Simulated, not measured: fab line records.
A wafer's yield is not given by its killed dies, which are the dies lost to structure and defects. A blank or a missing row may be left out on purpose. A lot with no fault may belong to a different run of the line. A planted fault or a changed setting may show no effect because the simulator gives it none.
Which tool was responsible? | flow berkeley_cmos170 | 39 wafers from 13 lots sampled at 4 of the route's 331 steps

== WHAT THE GAUGES SHOWED, per wafer ==
UCB170_NWELL_OVL_MEAS_12. Usual: NWELL_OVL -1 nm, standard deviation 5.5.
lot  | measured    | on         | NWELL_OVL (nm) | flag
L690 | day 2 19:52 | overlay-02 | 2 10 7         |
L692 | day 2 20:23 | overlay-01 | -6 -8 -3       |
L694 | day 3 08:07 | overlay-02 | 2 1 -8         |
L693 | day 3 08:24 | overlay-01 | 3 -4 1         |
L695 | day 3 12:45 | overlay-02 | 5 4 6          |
L697 | day 4 00:46 | overlay-02 | 8 3 4          |
L698 | day 4 09:14 | overlay-01 | 5 -1 1         |
L701 | day 4 14:13 | overlay-01 | 3 -1 -4        |
L700 | day 4 14:21 | overlay-02 | 0 -1 0         |
L704 | day 5 16:23 | overlay-01 | - - -          | OFF
L710 | day 6 12:08 | overlay-01 | -7 -7 0        |
L712 | day 7 00:50 | overlay-01 | 2 5 0          |
L713 | day 7 06:03 | overlay-02 | 5 2 8          |

UCB170_NWELL_TW_MEAS_16. Usual: NWELL_TW 1249, standard deviation 5.9.
lot  | measured    | on            | NWELL_TW          | flag
L690 | day 2 20:15 | film_metro-01 | 1251 1243 1256    |
L692 | day 2 20:46 | film_metro-01 | 1240 1254 1249    |
L694 | day 3 08:31 | film_metro-02 | 1239 1243 1240    |
L693 | day 3 08:47 | film_metro-01 | 1256 1246 1258    |
L695 | day 3 13:09 | film_metro-04 | 1266 1257 1262    |
L697 | day 4 01:10 | film_metro-02 | 1245 1244 1249    |
L698 | day 4 09:37 | film_metro-01 | 1248 1257 1255    |
L701 | day 4 14:36 | film_metro-04 | 1247 1249 1251    |
L700 | day 4 14:44 | film_metro-01 | 1248 1255 1250    |
L704 | day 5 16:46 | film_metro-02 | 30 30 30 30 30 30 | OFF
L710 | day 6 12:32 | film_metro-02 | 1241 1239 1249    |
L712 | day 7 01:14 | film_metro-04 | 1250 1248 1256    |
L713 | day 7 06:26 | film_metro-01 | 1249 1252 1247    |

UCB170_M3_THK_MEAS_03: measures by xrf. Usual: M3_AL_THK 889 nm, standard deviation 9.9.
lot  | measured     | on            | M3_AL_THK (nm) | flag
L690 | day 9 20:36  | film_metro-03 | 893 891 891    |
L692 | day 9 20:54  | film_metro-03 | 914 910 894    |
L694 | day 9 21:08  | film_metro-04 | 899 894 909    |
L693 | day 9 21:56  | film_metro-01 | 893 871 879    |
L695 | day 9 21:34  | film_metro-03 | 887 890 883    |
L697 | day 10 08:50 | film_metro-04 | 889 889 891    |
L698 | day 10 10:21 | film_metro-03 | 886 891 886    |
L701 | day 10 14:23 | film_metro-03 | 884 903 881    |
L700 | day 10 11:35 | film_metro-01 | 897 900 898    |
L710 | day 12 13:18 | film_metro-01 | 891 894 884    |
L712 | day 13 09:34 | film_metro-01 | 884 879 887    |
L713 | day 13 10:50 | film_metro-04 | 903 881 888    |

== WHICH TOOL RAN EACH LOT (tool, then ch and the chambers of the sampled wafers, then the start) ==
lot  | UCB170_NWELL_EXPOSE_09
L690 | krf_scanner-02 ch 0, day 2 19:29
L692 | krf_scanner-02 ch 0, day 2 19:59
L694 | krf_scanner-01 ch 0, day 3 07:44
L693 | krf_scanner-02 ch 0, day 3 07:58
L695 | krf_scanner-01 ch 0, day 3 12:21
L697 | krf_scanner-01 ch 0, day 4 00:23
L698 | krf_scanner-01 ch 0, day 4 08:08
L701 | krf_scanner-01 ch 0, day 4 13:11
L700 | krf_scanner-01 ch 0, day 4 13:37
L704 | krf_scanner-02 ch 0, day 5 15:47
L710 | krf_scanner-02 ch 0, day 6 11:35
L712 | krf_scanner-02 ch 0, day 7 00:28
L713 | krf_scanner-01 ch 0, day 7 05:40
- UCB170_NWELL_EXPOSE_09: exposes mask NWELL, target cd 3000 nm.

== WHAT THE TOOLS THEMSELVES READ (means of the sampled wafers that have a number; where no wafer has one, the mark that the record gives instead) ==
The record holds no such reading with a usual standard deviation.

== THE ANSWER, worked out from the rows above alone ==
Rule: lot off if the mean of its wafers having a number is beyond 3 standard deviations from the usual mean. A lot without any number at a reading at which 4 lots or more have one is off too. Any other lot the step has rows for is counted as sound. The gauges are gone through in route order, then the tools' own readings, and for those a lot's mean is taken as printed above. At the first step where some lot is off, the reading lying furthest off is the one used; lots without a number count as furthest.
Off: at UCB170_NWELL_OVL_MEAS_12 (NWELL_OVL), L704. Without a number there: L704.
If a tool, at a process step before that reading, ran all the lots that are off and no sound lot after the first of them, it fits. Not tried: the gauges at UCB170_NWELL_OVL_MEAS_12; whatever is off there is also off at UCB170_NWELL_TW_MEAS_16, on other tools, and gauge error can't account for it. No candidate that was tried fits.

== WHAT HAD BEEN PUT IN BY THE SIMULATOR ==
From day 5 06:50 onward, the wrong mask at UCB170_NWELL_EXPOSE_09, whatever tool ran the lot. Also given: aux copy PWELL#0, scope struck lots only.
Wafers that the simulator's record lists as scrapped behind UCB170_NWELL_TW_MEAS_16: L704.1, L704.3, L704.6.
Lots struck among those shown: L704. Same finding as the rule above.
